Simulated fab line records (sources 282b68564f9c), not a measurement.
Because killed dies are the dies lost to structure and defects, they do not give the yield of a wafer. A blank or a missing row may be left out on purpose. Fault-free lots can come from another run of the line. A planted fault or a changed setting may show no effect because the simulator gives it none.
Which tool did it? | flow rit_cmos | Sampling: 15 lots, 45 wafers, 3 of 202 route steps

== WHAT THE GAUGES SHOWED, per wafer ==
RIT_PSD_TW_MEAS_10. Usual: PSD_TW gives 3416 (standard deviation 21).
lot  | measured     | on            | PSD_TW         | flag
L320 | day 3 02:32  | film_metro-03 | 3401 3397 3387 |
L321 | day 3 05:59  | film_metro-01 | 3416 3429 3420 |
L322 | day 3 19:02  | film_metro-03 | 3378 3373 3379 |
L323 | day 4 01:22  | film_metro-03 | 3425 3427 3416 |
L324 | day 4 08:10  | film_metro-01 | 3417 3416 3413 |
L325 | day 4 09:44  | film_metro-03 | 3536 3508 3523 | OFF
L327 | day 4 20:13  | film_metro-01 | 3536 3540 3525 | OFF
L328 | day 4 23:23  | film_metro-01 | 3532 3530 3529 | OFF
L335 | day 6 12:41  | film_metro-01 | 3432 3439 3466 |
L336 | day 6 20:37  | film_metro-03 | 3378 3392 3379 |
L337 | day 6 20:51  | film_metro-04 | 3427 3394 3411 |
L338 | day 7 02:05  | film_metro-04 | 3411 3416 3406 |
L340 | day 7 11:09  | film_metro-01 | 3421 3446 3425 |
L343 | day 7 21:29  | film_metro-04 | 3416 3407 3419 |
L342 | day 19 09:19 | film_metro-01 | 3396 3417 3405 |

RIT_SDANNEAL_RS_MEAS_04: the measuring method here is four-point-probe. Usual: PSD_RS gives 115.9 ohm/sq (standard deviation 0.33).
lot  | measured     | on            | PSD_RS (ohm/sq)   | flag
L320 | day 3 03:02  | film_metro-04 | 116.3 116.0 116.2 |
L321 | day 3 06:28  | film_metro-03 | 116.2 116.3 116.3 |
L322 | day 3 19:32  | film_metro-01 | 115.9 116.1 115.9 |
L323 | day 4 01:52  | film_metro-03 | 116.4 116.4 116.4 |
L324 | day 4 08:40  | film_metro-04 | 115.6 115.4 115.8 |
L325 | day 4 10:13  | film_metro-04 | 108.9 108.5 108.4 | OFF
L327 | day 4 20:43  | film_metro-01 | 108.8 108.8 109.2 | OFF
L328 | day 4 23:52  | film_metro-01 | 108.7 108.6 108.7 | OFF
L335 | day 6 13:13  | film_metro-01 | 116.3 116.1 115.9 |
L336 | day 6 21:08  | film_metro-03 | 116.3 116.1 116.3 |
L337 | day 6 21:21  | film_metro-01 | 116.0 115.6 115.8 |
L338 | day 7 02:34  | film_metro-03 | 115.5 115.5 115.5 |
L340 | day 7 11:43  | film_metro-04 | 116.1 116.1 115.7 |
L343 | day 7 22:04  | film_metro-04 | 115.8 115.6 115.8 |
L342 | day 19 10:00 | film_metro-01 | 115.7 116.2 116.0 |

== TOOL THAT RAN EACH LOT (tool first, then ch and the chambers of the sampled wafers, then the start) ==
lot  | RIT_PSD_IMPLANT_08
L320 | implanter-01 ch 0, day 3 02:13
L321 | implanter-04 ch 0, day 3 05:40
L322 | implanter-02 ch 0, day 3 18:43
L323 | implanter-02 ch 0, day 4 01:03
L324 | implanter-02 ch 0, day 4 07:51
L325 | implanter-02 ch 0, day 4 09:24
L327 | implanter-02 ch 0, day 4 19:54
L328 | implanter-02 ch 0, day 4 23:04
L335 | implanter-04 ch 0, day 6 12:22
L336 | implanter-04 ch 0, day 6 20:19
L337 | implanter-01 ch 0, day 6 20:32
L338 | implanter-04 ch 0, day 7 01:46
L340 | implanter-01 ch 0, day 7 10:52
L343 | implanter-02 ch 0, day 7 21:11
L342 | implanter-04 ch 0, day 19 09:01
- RIT_PSD_IMPLANT_08

== WHAT THE TOOLS THEMSELVES READ (means of the sampled wafers that have a number; where no wafer has one, the mark that the record gives instead) ==
RIT_PSD_IMPLANT_08. Usual: beam_energy_keV reads 27.000 (standard deviation 0.0084).
lot  | tool         | beam_energy_keV | flag
L320 | implanter-01 | 27.000          |
L321 | implanter-04 | 27.009          |
L322 | implanter-02 | 27.003          |
L323 | implanter-02 | 27.008          |
L324 | implanter-02 | 27.007          |
L325 | implanter-02 | 30.517          | OFF
L327 | implanter-02 | 30.497          | OFF
L328 | implanter-02 | 30.505          | OFF
L335 | implanter-04 | 27.005          |
L336 | implanter-04 | 27.000          |
L337 | implanter-01 | 27.006          |
L338 | implanter-04 | 27.006          |
L340 | implanter-01 | 26.995          |
L343 | implanter-02 | 27.012          |
L342 | implanter-04 | 27.005          |

== THE ANSWER, worked out from the rows above alone ==
Rule: a lot is off if the mean of its wafers that have a number lies more than 3 standard deviations from the usual mean. A lot without any number at a reading at which 4 lots or more have one is off too. The other lots that the step has rows for count as sound. After the gauges, taken in route order, come the tools' own readings; for these a lot's mean is taken, as printed above. The first step at which some lot is off is used, and at that step the reading that is off furthest; a lot without a number counts as furthest.
Off: L325, L327, L328, at RIT_PSD_TW_MEAS_10 (PSD_TW).
A tool fits if, at a process step before that reading, it ran every lot that is off, and no sound lot after the first of them. Not tried: the gauges at RIT_PSD_TW_MEAS_10; whatever is off there is also off at RIT_PSD_IMPLANT_08, on other tools, and gauge error can't account for it. No candidate that was tried fits.

== WHAT THE SIMULATOR PUT IN ==
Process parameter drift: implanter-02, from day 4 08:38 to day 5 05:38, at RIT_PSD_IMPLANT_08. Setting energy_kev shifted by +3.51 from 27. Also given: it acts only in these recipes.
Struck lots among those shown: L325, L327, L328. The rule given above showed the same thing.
